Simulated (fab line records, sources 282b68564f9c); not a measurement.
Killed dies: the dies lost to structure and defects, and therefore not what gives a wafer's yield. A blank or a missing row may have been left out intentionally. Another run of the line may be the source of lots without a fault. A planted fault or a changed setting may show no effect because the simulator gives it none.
fab line records -- flow ritCmos
record: lots: 7, wafers: 21, lastDay: 7
route steps=202 shown SDANNEAL@155 PSD@157 NSD@158 PLDD@159 NLDD@160 SILICIDE@161 CONTACT@168 M1@202
lots that met no fault: from a run of the same line without faults
startH: hours from the record's first day to the start of the lot's first wafer shown -- waitH: how many hours have passed since the lot's step before this one -- " same as the row above -- L1.1+2: a row that stands for several wafers -- - value missing, or start not given -- * or withheld: withheld -- < > ~ a bound
route shown NAME@n: names a module that has steps shown in the file, with the first one's number in the route -- usual: average and standard deviation across the fault-free wafers -- same: alike in all rows -- chamber/n: place in a boat -- sites: each site's reading -- _std_site: how widely they spread, as a standard deviation -- _edge_site: outer sites' mean less inner sites' -- radiusMm: for every site, how far away it sits from the centre of the wafer -- mask NAME#n: copy n -- behind: the most recent tool/chamber to have shaped the wafer -- hold: cause of the lot's hold/its duration in hours/its outcome -- device: which transistor (n, p or np) failed to switch -- end of line: at the end of the route, the tests of the same wafers -- for a step that has no rows: nothing shown but its recipe -- killed: at the first sort, the dies lost to defects and structure; wafer yield is something else -- map: a wafer's dies, marking killed ones x, the rest . and places with no die _
set.NAME: the setting that was run; set.NAME@STEP: the one run at that earlier step -- model.NAME: the simulator's own value behind a step, which no gauge read
lots seen at some steps along the route; tables by step, rows by wafer
services: from which hour (startH, from the record's first day; less than 0 if before it) a tool's chamber was out of use, for how many hours, and why
== steps ==
step: RIT_SDANNEAL_CLEAN_02
recipe: chemistry: SC2, mix: 3:3:50, timeS: 600, tempC: 75, dry: n2Spin
step: RIT_SDANNEAL_RTA_03
recipe: tempC: 1050, timeS: 5, idleTempC: 600, rampUpCPerS: 342, rampDownCPerS: 171, coolToC: 600, ambient: N2
usual: rampUpCPerS: 342.00/0.062, wafer_temp_C_max: 1053.4/1.1
lot.wafer,tool,chamber,startH,waitH,rampUpCPerS,wafer_temp_C_max
L477.1,rtpAnneal-01,0,64.96,0.0,342.09,1054.3
L477.5,rtpAnneal-01,0,64.96,0.0,342.02,1051.7
L477.6,rtpAnneal-01,0,64.96,0.0,342.04,1054.3
L482.3,rtpAnneal-02,0,93.33,0.0,341.97,1054.0
L482.4,rtpAnneal-02,0,93.33,0.0,342.07,1052.4
L482.6,rtpAnneal-02,0,93.33,0.0,342.01,1052.9
L484.1,rtpAnneal-01,0,103.32,0.0,341.98,1054.9
L484.2,rtpAnneal-01,0,103.32,0.0,342.05,1055.7
L484.3,rtpAnneal-01,0,103.32,0.0,341.92,1054.3
L485.2,rtpAnneal-02,0,103.67,0.0,342.03,1053.7
L485.3,rtpAnneal-02,0,103.67,0.0,342.11,1051.6
L485.5,rtpAnneal-02,0,103.67,0.0,341.96,1053.3
L487.2,rtpAnneal-02,0,130.49,0.0,342.06,1052.7
L487.4,rtpAnneal-02,0,130.49,0.0,342.04,1052.6
L487.5,rtpAnneal-02,0,130.49,0.0,342.00,1055.1
L496.1,rtpAnneal-01,0,166.24,0.0,341.92,1053.7
L496.3,rtpAnneal-01,0,166.24,0.0,341.99,1052.4
L496.5,rtpAnneal-01,0,166.24,0.0,342.02,1053.4
L497.1,rtpAnneal-01,0,172.00,0.0,342.01,1053.9
L497.2,rtpAnneal-01,0,172.00,0.0,341.97,1053.4
L497.3,rtpAnneal-01,0,172.00,0.0,342.03,1052.8
step: RIT_SDANNEAL_RS_MEAS_04
recipe: thkMeasGauge: four-point-probe
usual: PSD_RS: 116.5/0.31
lot.wafer,tool,chamber,startH,waitH,PSD_RS[ohm/sq]
L477.1,filmMetro-01,-,65.01,0.0,116.7
L477.5,filmMetro-01,-,65.01,0.0,116.9
L477.6,filmMetro-01,-,65.01,0.0,116.6
L482.3,filmMetro-01,-,93.41,0.1,116.6
L482.4,filmMetro-01,-,93.41,0.1,116.7
L482.6,filmMetro-01,-,93.41,0.1,116.7
L484.1,filmMetro-01,-,103.37,0.0,117.0
L484.2,filmMetro-01,-,103.37,0.0,117.1
L484.3,filmMetro-01,-,103.37,0.0,116.7
L485.2,filmMetro-02,-,103.74,0.1,116.2
L485.3,filmMetro-02,-,103.74,0.1,116.4
L485.5,filmMetro-02,-,103.74,0.1,116.3
L487.2,filmMetro-01,-,130.56,0.1,116.7
L487.4,filmMetro-01,-,130.56,0.1,116.4
L487.5,filmMetro-01,-,130.56,0.1,116.4
L496.1,filmMetro-04,-,166.30,0.0,116.0
L496.3,filmMetro-04,-,166.30,0.0,116.0
L496.5,filmMetro-04,-,166.30,0.0,116.4
L497.1,filmMetro-04,-,172.05,0.0,116.6
L497.2,filmMetro-04,-,172.05,0.0,117.2
L497.3,filmMetro-04,-,172.05,0.0,117.0
step: RIT_SDANNEAL_RS_MEAS_05
recipe: thkMeasGauge: four-point-probe
usual: NSD_RS: 84.58/0.3
lot.wafer,tool,chamber,startH,waitH,NSD_RS[ohm/sq]
L477.1,filmMetro-01,-,65.13,0.1,85.00
L477.5,filmMetro-01,-,65.13,0.1,84.47
L477.6,filmMetro-01,-,65.13,0.1,84.72
L482.3,filmMetro-01,-,93.53,0.1,84.65
L482.4,filmMetro-01,-,93.53,0.1,84.52
L482.6,filmMetro-01,-,93.53,0.1,84.51
L484.1,filmMetro-01,-,103.49,0.1,84.89
L484.2,filmMetro-01,-,103.49,0.1,84.86
L484.3,filmMetro-01,-,103.49,0.1,84.70
L485.2,filmMetro-02,-,103.86,0.1,84.18
L485.3,filmMetro-02,-,103.86,0.1,84.44
L485.5,filmMetro-02,-,103.86,0.1,84.23
L487.2,filmMetro-01,-,130.68,0.1,84.60
L487.4,filmMetro-01,-,130.68,0.1,84.76
L487.5,filmMetro-01,-,130.68,0.1,84.59
L496.1,filmMetro-04,-,166.42,0.1,84.44
L496.3,filmMetro-04,-,166.42,0.1,84.86
L496.5,filmMetro-04,-,166.42,0.1,84.41
L497.1,filmMetro-04,-,172.17,0.1,83.71
L497.2,filmMetro-04,-,172.17,0.1,84.10
L497.3,filmMetro-04,-,172.17,0.1,84.11
step: RIT_SDANNEAL_RS_MEAS_06
recipe: thkMeasGauge: four-point-probe
usual: PLDD_RS: 178.8/0.52
lot.wafer,tool,chamber,startH,waitH,PLDD_RS[ohm/sq]
L477.1,filmMetro-01,-,65.25,0.1,178.6
L477.5,filmMetro-01,-,65.25,0.1,178.6
L477.6,filmMetro-01,-,65.25,0.1,177.7
L482.3,filmMetro-01,-,93.65,0.1,179.0
L482.4,filmMetro-01,-,93.65,0.1,178.8
L482.6,filmMetro-01,-,93.65,0.1,178.5
L484.1,filmMetro-01,-,103.61,0.1,179.5
L484.2,filmMetro-01,-,103.61,0.1,179.4
L484.3,filmMetro-01,-,103.61,0.1,179.4
L485.2,filmMetro-02,-,103.98,0.1,178.9
L485.3,filmMetro-02,-,103.98,0.1,179.0
L485.5,filmMetro-02,-,103.98,0.1,178.4
L487.2,filmMetro-01,-,130.80,0.1,179.4
L487.4,filmMetro-01,-,130.80,0.1,179.1
L487.5,filmMetro-01,-,130.80,0.1,179.0
L496.1,filmMetro-04,-,166.54,0.1,178.1
L496.3,filmMetro-04,-,166.54,0.1,177.8
L496.5,filmMetro-04,-,166.54,0.1,178.6
L497.1,filmMetro-04,-,172.29,0.1,178.7
L497.2,filmMetro-04,-,172.29,0.1,179.2
L497.3,filmMetro-04,-,172.29,0.1,178.7
step: RIT_SDANNEAL_RS_MEAS_07
recipe: thkMeasGauge: four-point-probe
usual: NLDD_RS: 151.7/0.69
lot.wafer,tool,chamber,startH,waitH,NLDD_RS[ohm/sq]
L477.1,filmMetro-01,-,65.37,0.1,152.4
L477.5,filmMetro-01,-,65.37,0.1,152.1
L477.6,filmMetro-01,-,65.37,0.1,152.3
L482.3,filmMetro-01,-,93.77,0.1,152.4
L482.4,filmMetro-01,-,93.77,0.1,151.9
L482.6,filmMetro-01,-,93.77,0.1,152.1
L484.1,filmMetro-01,-,103.73,0.1,152.8
L484.2,filmMetro-01,-,103.73,0.1,152.9
L484.3,filmMetro-01,-,103.73,0.1,152.8
L485.2,filmMetro-02,-,104.10,0.1,151.4
L485.3,filmMetro-02,-,104.10,0.1,151.6
L485.5,filmMetro-02,-,104.10,0.1,151.8
L487.2,filmMetro-01,-,130.92,0.1,151.1
L487.4,filmMetro-01,-,130.92,0.1,150.9
L487.5,filmMetro-01,-,130.92,0.1,151.6
L496.1,filmMetro-04,-,166.66,0.1,151.2
L496.3,filmMetro-04,-,166.66,0.1,150.6
L496.5,filmMetro-04,-,166.66,0.1,150.8
L497.1,filmMetro-04,-,172.41,0.1,151.8
L497.2,filmMetro-04,-,172.41,0.1,151.1
L497.3,filmMetro-04,-,172.41,0.1,150.7
step: RIT_SILICIDE_WET_ETCH_00
recipe: chemistry: BOE, target: SiO2, targetDepthNm: 14, timeS: 15, dry: n2Spin, dilution: 10:1, tempC: 21.5
step: RIT_SILICIDE_SPUTTER_01
recipe: material: Ti, targetThkNm: 30, powerW: 339.7, chamberPressurePa: 0.667, gas: Ar, timeS: 240, substrateTempC: 25
usual: cathodeDcPowerW: 339.71/0.063, chamberPressurePa: 0.6670/0.001, substrateTempC: 25.00/0.12, throttleValvePct: 29.5/1.1
lot.wafer,tool,chamber,startH,waitH,cathodeDcPowerW,chamberPressurePa,substrateTempC,throttleValvePct
L477.1,pvdSputter-01,-,65.51,0.0,339.71,0.6672,25.00,30.8
L477.5,pvdSputter-01,-,65.51,0.0,339.63,0.6675,24.91,29.4
L477.6,pvdSputter-01,-,65.51,0.0,339.70,0.6673,25.05,29.3
L482.3,pvdSputter-03,-,93.86,0.0,339.75,0.6663,25.03,27.8
L482.4,pvdSputter-03,-,93.86,0.0,339.64,0.6684,24.89,30.5
L482.6,pvdSputter-03,-,93.86,0.0,339.65,0.6664,24.76,28.7
L484.1,pvdSputter-03,-,103.87,0.0,339.63,0.6688,25.03,28.2
L484.2,pvdSputter-03,-,103.87,0.0,339.63,0.6680,25.01,28.5
L484.3,pvdSputter-03,-,103.87,0.0,339.63,0.6655,24.77,27.9
L485.2,pvdSputter-04,-,104.22,0.0,339.76,0.6685,24.97,31.9
L485.3,pvdSputter-04,-,104.22,0.0,339.68,0.6654,24.99,29.3
L485.5,pvdSputter-04,-,104.22,0.0,339.68,0.6669,24.82,29.5
L487.2,pvdSputter-01,-,131.03,0.0,339.65,0.6660,24.98,29.4
L487.4,pvdSputter-01,-,131.03,0.0,339.68,0.6668,25.04,29.3
L487.5,pvdSputter-01,-,131.03,0.0,339.63,0.6673,24.63,30.9
L496.1,pvdSputter-04,-,166.79,0.0,339.66,0.6683,24.75,29.8
L496.3,pvdSputter-04,-,166.79,0.0,339.74,0.6696,25.03,29.1
L496.5,pvdSputter-04,-,166.79,0.0,339.79,0.6672,24.91,31.8
L497.1,pvdSputter-01,-,172.55,0.0,339.80,0.6673,24.85,29.5
L497.2,pvdSputter-01,-,172.55,0.0,339.76,0.6657,24.90,29.5
L497.3,pvdSputter-01,-,172.55,0.0,339.70,0.6674,24.95,31.0
step: RIT_SILICIDE_RS_MEAS_02
recipe: thkMeasGauge: four-point-probe, reads: Ti_of_SILICIDE_SPUTTER_01
usual: SILICIDE_TI_RS: 50.1/0.67
lot.wafer,tool,chamber,startH,waitH,SILICIDE_TI_RS[ohm/sq]
L477.1,filmMetro-02,-,65.66,0.1,49.4
L477.5,filmMetro-02,-,65.66,0.1,49.5
L477.6,filmMetro-02,-,65.66,0.1,49.0
L482.3,filmMetro-02,-,94.05,0.1,49.9
L482.4,filmMetro-02,-,94.05,0.1,50.3
L482.6,filmMetro-02,-,94.05,0.1,49.3
L484.1,filmMetro-01,-,104.15,0.2,50.4
L484.2,filmMetro-01,-,104.15,0.2,49.7
L484.3,filmMetro-01,-,104.15,0.2,51.1
L485.2,filmMetro-01,-,104.39,0.1,49.2
L485.3,filmMetro-01,-,104.39,0.1,50.1
L485.5,filmMetro-01,-,104.39,0.1,49.8
L487.2,filmMetro-01,-,131.20,0.1,51.3
L487.4,filmMetro-01,-,131.20,0.1,51.2
L487.5,filmMetro-01,-,131.20,0.1,51.0
L496.1,filmMetro-01,-,166.94,0.1,51.0
L496.3,filmMetro-01,-,166.94,0.1,49.6
L496.5,filmMetro-01,-,166.94,0.1,49.7
L497.1,filmMetro-03,-,172.70,0.1,51.0
L497.2,filmMetro-03,-,172.70,0.1,50.2
L497.3,filmMetro-03,-,172.70,0.1,50.1
step: RIT_SILICIDE_THK_MEAS_03
recipe: thkMeasGauge: xrf, reads: Ti_of_SILICIDE_SPUTTER_01
usual: SILICIDE_TI_THK: 28.2/0.33
lot.wafer,tool,chamber,startH,waitH,SILICIDE_TI_THK[nm]
L477.1,filmMetro-02,-,65.78,0.1,28.5
L477.5,filmMetro-02,-,65.78,0.1,28.5
L477.6,filmMetro-02,-,65.78,0.1,28.8
L482.3,filmMetro-02,-,94.15,0.1,28.2
L482.4,filmMetro-02,-,94.15,0.1,27.8
L482.6,filmMetro-02,-,94.15,0.1,28.5
L484.1,filmMetro-01,-,104.27,0.1,28.3
L484.2,filmMetro-01,-,104.27,0.1,28.6
L484.3,filmMetro-01,-,104.27,0.1,28.2
L485.2,filmMetro-01,-,104.50,0.1,28.8
L485.3,filmMetro-01,-,104.50,0.1,28.3
L485.5,filmMetro-01,-,104.50,0.1,28.6
L487.2,filmMetro-01,-,131.31,0.1,27.8
L487.4,filmMetro-01,-,131.31,0.1,27.7
L487.5,filmMetro-01,-,131.31,0.1,27.9
L496.1,filmMetro-01,-,167.06,0.1,28.0
L496.3,filmMetro-01,-,167.06,0.1,28.5
L496.5,filmMetro-01,-,167.06,0.1,28.4
L497.1,filmMetro-03,-,172.82,0.1,27.7
L497.2,filmMetro-03,-,172.82,0.1,28.2
L497.3,filmMetro-03,-,172.82,0.1,28.1
step: RIT_SILICIDE_RTA_04
recipe: tempC: 650, timeS: 10, idleTempC: 25, rampUpS: 5, rampDownS: 5, coolToC: 25, ambient: N2
usual: wafer_temp_C_max: 652.9/0.7
lot.wafer,tool,chamber,startH,waitH,wafer_temp_C_max
L477.1,rtpAnneal-02,0,65.84,0.1,652.8
L477.5,rtpAnneal-02,0,65.84,0.1,652.2
L477.6,rtpAnneal-02,0,65.84,0.1,652.8
L482.3,rtpAnneal-01,0,94.21,0.1,653.2
L482.4,rtpAnneal-01,0,94.21,0.1,652.4
L482.6,rtpAnneal-01,0,94.21,0.1,652.5
L484.1,rtpAnneal-01,0,104.33,0.1,652.8
L484.2,rtpAnneal-01,0,104.33,0.1,652.8
L484.3,rtpAnneal-01,0,104.33,0.1,654.6
L485.2,rtpAnneal-01,0,104.56,0.1,652.7
L485.3,rtpAnneal-01,0,104.56,0.1,652.7
L485.5,rtpAnneal-01,0,104.56,0.1,654.8
L487.2,rtpAnneal-01,0,131.37,0.1,654.2
L487.4,rtpAnneal-01,0,131.37,0.1,653.3
L487.5,rtpAnneal-01,0,131.37,0.1,654.4
L496.1,rtpAnneal-02,0,167.12,0.1,652.6
L496.3,rtpAnneal-02,0,167.12,0.1,652.0
L496.5,rtpAnneal-02,0,167.12,0.1,652.5
L497.1,rtpAnneal-02,0,172.88,0.1,652.1
L497.2,rtpAnneal-02,0,172.88,0.1,652.4
L497.3,rtpAnneal-02,0,172.88,0.1,653.2
step: RIT_SILICIDE_WET_ETCH_05
recipe: chemistry: SPM, target: Ti, tempC: 90, timeS: 120, dry: n2Spin
step: RIT_SILICIDE_RTA_06
recipe: tempC: 750, timeS: 10, idleTempC: 25, rampUpS: 5, rampDownS: 10, coolToC: 25, ambient: N2
usual: wafer_temp_C_max: 753.3/0.78
lot.wafer,tool,chamber,startH,waitH,wafer_temp_C_max
L477.1,rtpAnneal-01,0,65.95,0.0,753.1
L477.5,rtpAnneal-01,0,65.95,0.0,753.2
L477.6,rtpAnneal-01,0,65.95,0.0,754.0
L482.3,rtpAnneal-02,0,94.32,0.0,752.8
L482.4,rtpAnneal-02,0,94.32,0.0,753.2
L482.6,rtpAnneal-02,0,94.32,0.0,753.7
L484.1,rtpAnneal-02,0,104.44,0.0,749.8
L484.2,rtpAnneal-02,0,104.44,0.0,750.0
L484.3,rtpAnneal-02,0,104.44,0.0,750.1
L485.2,rtpAnneal-02,0,104.67,0.0,749.8
L485.3,rtpAnneal-02,0,104.67,0.0,749.5
L485.5,rtpAnneal-02,0,104.67,0.0,749.9
L487.2,rtpAnneal-02,0,131.48,0.0,749.1
L487.4,rtpAnneal-02,0,131.48,0.0,748.6
L487.5,rtpAnneal-02,0,131.48,0.0,749.6
L496.1,rtpAnneal-01,0,167.23,0.0,753.4
L496.3,rtpAnneal-01,0,167.23,0.0,753.7
L496.5,rtpAnneal-01,0,167.23,0.0,755.2
L497.1,rtpAnneal-01,0,172.99,0.0,753.2
L497.2,rtpAnneal-01,0,172.99,0.0,753.2
L497.3,rtpAnneal-01,0,172.99,0.0,753.5
step: RIT_CONTACT_CVD_00
recipe: material: SiO2, targetThkNm: 400, precursor: TEOS, tempC: 390, timeS: 61, rfW: 400
usual: heaterPowerW: 337/42, susceptorTempC: 389.97/0.23
lot.wafer,tool,chamber,startH,waitH,heaterPowerW,susceptorTempC
L477.1,pecvd-04,0,66.01,0.1,266,389.79
L477.5,pecvd-04,2,66.01,0.1,287,390.15
L477.6,pecvd-04,0,66.01,0.1,297,389.54
L482.3,pecvd-04,0,94.37,0.0,268,389.87
L482.4,pecvd-04,1,94.37,0.0,336,389.86
L482.6,pecvd-04,0,94.37,0.0,288,390.08
L484.1,pecvd-03,0,104.51,0.1,333,389.82
L484.2,pecvd-03,2,104.51,0.1,357,389.85
L484.3,pecvd-03,1,104.51,0.1,407,390.30
L485.2,pecvd-04,2,104.72,0.0,337,389.95
L485.3,pecvd-04,1,104.72,0.0,255,390.36
L485.5,pecvd-04,2,104.72,0.0,375,389.80
L487.2,pecvd-03,2,131.54,0.0,310,390.32
L487.4,pecvd-03,0,131.54,0.0,310,390.19
L487.5,pecvd-03,2,131.54,0.0,324,390.09
L496.1,pecvd-03,2,167.29,0.1,353,389.82
L496.3,pecvd-03,1,167.29,0.1,347,389.98
L496.5,pecvd-03,2,167.29,0.1,362,389.85
L497.1,pecvd-01,0,173.05,0.1,371,389.82
L497.2,pecvd-01,1,173.05,0.1,262,389.94
L497.3,pecvd-01,2,173.05,0.1,342,390.27
step: RIT_M1_PROBE_99
usual: killedAtContacts: 0.1/0.23, killedAtFrontEnd: 6.6/2.9, killedDies: 6.7/3, killedOpen: 3.5/2.1, killedShort: 3.2/1.8
same: grossDies: 264, killed_at_M0_to_M3: 0, killed_at_M4_up: 0, killedAtBackSide: 0, killedAtOther: 0
lot.wafer,tool,chamber,startH,waitH,killedAtContacts,killedAtFrontEnd,killedDies,killedOpen,killedShort,model.etest.npolySal.rsOhmSq,model.etest.ppolySal.rsOhmSq,model.etest.pplusSal.rsOhmSq,model.etest.nplusSal.rsOhmSq,model.etest.pplusSal.lineOhmUm,model.etest.nplusSal.lineOhmUm,model.etest.contactNpoly.rcOhm,model.etest.contactNplus.rcOhm
L477.1,prober-02,-,72.56,0.1,0,4,4,4,0,4.507,4.445,4.402,4.415,1.28,1.28,1.457,1.37
L477.5,prober-02,-,72.76,0.2,1,4,5,2,3,4.453,4.398,4.403,4.393,1.267,1.266,1.404,1.422
L477.6,prober-02,-,72.81,0.2,0,4,4,3,1,4.443,4.412,4.426,4.39,1.269,1.255,1.419,1.421
L482.3,prober-02,-,100.93,0.2,0,10,10,7,3,4.498,4.41,4.453,4.416,1.296,1.28,1.43,1.417
L482.4,prober-02,-,100.98,0.2,1,8,9,4,5,4.555,4.495,4.489,4.487,1.303,1.283,1.446,1.397
L482.6,prober-02,-,101.08,0.2,0,10,10,5,5,4.413,4.361,4.378,4.371,1.27,1.276,1.436,1.409
L484.1,prober-01,-,111.01,0.1,0,11,11,6,5,4.644,4.636,4.638,4.591,1.341,1.34,1.415,1.464
L484.2,prober-01,-,111.06,0.1,0,5,5,3,2,4.651,4.599,4.645,4.58,1.349,1.355,1.439,1.503
L484.3,prober-01,-,111.11,0.2,0,8,8,5,3,4.708,4.683,4.655,4.644,1.378,1.347,1.515,1.455
L485.2,prober-02,-,112.56,0.1,0,5,5,2,3,4.622,4.57,4.57,4.592,1.309,1.321,1.439,1.413
L485.3,prober-02,-,112.61,0.2,0,7,7,3,4,4.732,4.721,4.676,4.681,1.336,1.336,1.471,1.413
L485.5,prober-02,-,112.71,0.2,0,9,9,4,5,4.657,4.629,4.588,4.621,1.344,1.337,1.459,1.47
L487.2,prober-02,-,138.10,0.1,0,5,5,3,2,4.761,4.734,4.696,4.718,1.368,1.357,1.526,1.504
L487.4,prober-02,-,138.20,0.2,0,2,2,0,2,4.75,4.711,4.704,4.696,1.353,1.349,1.522,1.498
L487.5,prober-02,-,138.25,0.2,0,6,6,4,2,4.747,4.741,4.732,4.687,1.347,1.355,1.486,1.482
L496.1,prober-01,-,174.16,0.1,0,7,7,4,3,4.539,4.497,4.513,4.483,1.306,1.299,1.47,1.407
L496.3,prober-01,-,174.26,0.2,0,5,5,1,4,4.445,4.411,4.41,4.369,1.242,1.257,1.386,1.385
L496.5,prober-01,-,174.36,0.2,0,4,4,4,0,4.463,4.438,4.443,4.414,1.286,1.284,1.384,1.412
L497.1,prober-01,-,179.83,0.1,0,7,7,3,4,4.575,4.53,4.528,4.513,1.323,1.317,1.449,1.391
L497.2,prober-01,-,179.88,0.1,0,1,1,1,0,4.547,4.46,4.417,4.431,1.304,1.302,1.396,1.488
L497.3,prober-01,-,179.93,0.2,0,8,8,6,2,4.523,4.483,4.475,4.447,1.278,1.271,1.418,1.444
killed by level:class
L477.1 FOX1:geometricParticle:open=2 FOX2:geometricParticle:open=1 SPACER:geometricParticle:open=1
L477.5 GATE:geometricParticle:open=2 FOX1:geometricParticle:short=1 GATE:geometricParticle:short=1 CONTACT:geometricParticle:short=1
L477.6 FOX2:geometricParticle:open=1 GATE:geometricParticle:short=1 REOX:geometricParticle:open=1 SPACER:geometricParticle:open=1
L482.3 REOX:geometricParticle:open=3 GATE:geometricParticle:short=2 SILICIDE:geometricParticle:open=2 FOX2:geometricParticle:open=1 REOX:geometricParticle:short=1 SPACER:geometricParticle:open=1
L482.4 FOX1:geometricParticle:open=2 SILICIDE:geometricParticle:short=2 FOX1:geometricParticle:short=1 FOX2:geometricParticle:short=1 GATE:geometricParticle:open=1 REOX:geometricParticle:open=1 CONTACT:geometricParticle:short=1
L482.6 REOX:geometricParticle:open=2 REOX:geometricParticle:short=2 FOX1:geometricParticle:short=1 FOX2:geometricParticle:open=1 GATE:geometricParticle:open=1 GATE:geometricParticle:short=1 SPACER:geometricParticle:open=1 SILICIDE:geometricParticle:short=1
L484.1 FOX1:geometricParticle:open=3 FOX1:geometricParticle:short=2 GATE:geometricParticle:short=2 GATE:geometricParticle:open=1 REOX:geometricParticle:open=1 SPACER:geometricParticle:open=1 SILICIDE:geometricParticle:short=1
L484.2 GATE:geometricParticle:open=2 REOX:geometricParticle:short=1 SPACER:geometricParticle:open=1 SPACER:geometricParticle:short=1
L484.3 FOX1:geometricParticle:open=2 GATE:geometricParticle:open=2 FOX1:geometricParticle:short=1 GATE:geometricParticle:short=1 REOX:geometricParticle:short=1 REOX:geometricParticle:open=1
L485.2 SPACER:geometricParticle:short=2 FOX1:geometricParticle:open=1 FOX2:geometricParticle:open=1 GATE:geometricParticle:short=1
L485.3 FOX1:geometricParticle:short=1 FOX2:geometricParticle:short=1 GATE:geometricParticle:open=1 REOX:geometricParticle:short=1 SPACER:geometricParticle:short=1 SPACER:geometricParticle:open=1 SILICIDE:geometricParticle:open=1
L485.5 GATE:geometricParticle:open=3 GATE:geometricParticle:short=2 FOX1:geometricParticle:short=1 FOX2:geometricParticle:short=1 REOX:geometricParticle:open=1 SPACER:geometricParticle:short=1
L487.2 GATE:geometricParticle:open=1 GATE:geometricParticle:short=1 REOX:geometricParticle:open=1 SPACER:geometricParticle:short=1 SILICIDE:geometricParticle:open=1
L487.4 GATE:geometricParticle:short=1 SPACER:geometricParticle:short=1
L487.5 FOX1:geometricParticle:open=2 SPACER:geometricParticle:short=2 ACTIVE:geometricParticle:open=1 SPACER:geometricParticle:open=1
L496.1 GATE:geometricParticle:open=4 GATE:geometricParticle:short=3
L496.3 FOX2:geometricParticle:short=1 GATE:geometricParticle:short=1 SPACER:geometricParticle:short=1 SPACER:geometricParticle:open=1 SILICIDE:geometricParticle:short=1
L496.5 FOX2:geometricParticle:open=1 GATE:geometricParticle:open=1 SPACER:geometricParticle:open=1 SILICIDE:geometricParticle:open=1
L497.1 FOX1:geometricParticle:short=1 FOX1:geometricParticle:open=1 FOX2:geometricParticle:short=1 GATE:geometricParticle:open=1 SPACER:geometricParticle:open=1 SPACER:geometricParticle:short=1 SILICIDE:geometricParticle:short=1
L497.2 SPACER:geometricParticle:open=1
L497.3 GATE:geometricParticle:open=3 FOX1:geometricParticle:open=1 FOX2:geometricParticle:short=1 GATE:geometricParticle:short=1 SPACER:geometricParticle:open=1 SILICIDE:geometricParticle:open=1
== services ==
tool,chamber,startH,hours,kind
pecvd-04,1,60.78,7.9,repair
pecvd-01,-,80.65,2.8,pm
pecvd-01,-,92.57,5.9,repair
rtpAnneal-01,-,96.00,3.4,pm
pecvd-04,0,103.91,40.3,repair
pecvd-03,2,105.58,4.4,repair
pvdSputter-01,-,159.56,1.3,repair
pecvd-04,-,162.36,3.0,repair
pecvd-01,-,166.63,0.8,repair
== key ==
firstSign: step: RIT_SILICIDE_RTA_06, reading: wafer_temp_C_max, direction: down, sigmas: 4.8, usual: *, struck: *
effect none on later readings
modelEffect: step: RIT_M1_PROBE_99, value: etest.npolySal.rsOhmSq, without: 4.491, struck: 4.697
metAt RIT_SILICIDE_RTA_06
struckWafers L484.1,L484.2,L484.3,L485.2,L485.3,L485.5,L487.2,L487.4,L487.5
testerLeftOut L484,L485,L487
onsetBetween 94.32 104.44
fault: kind: processParameterDrift, tool: rtpAnneal-02, chamber: -, onsetH: 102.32, steps: RIT_SILICIDE_RTA_06, channel: tempC, offset: *, shape: step, endH: 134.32, actsIn: *, stated: *
testerLeftOut: of these lots the tester's yield and bins aren't shown, on N5 and GAA mostly nor the transistor test; their killed dies are dies lost to structure and defects alone, not to doping, threshold or leakage, so they don't give the yield
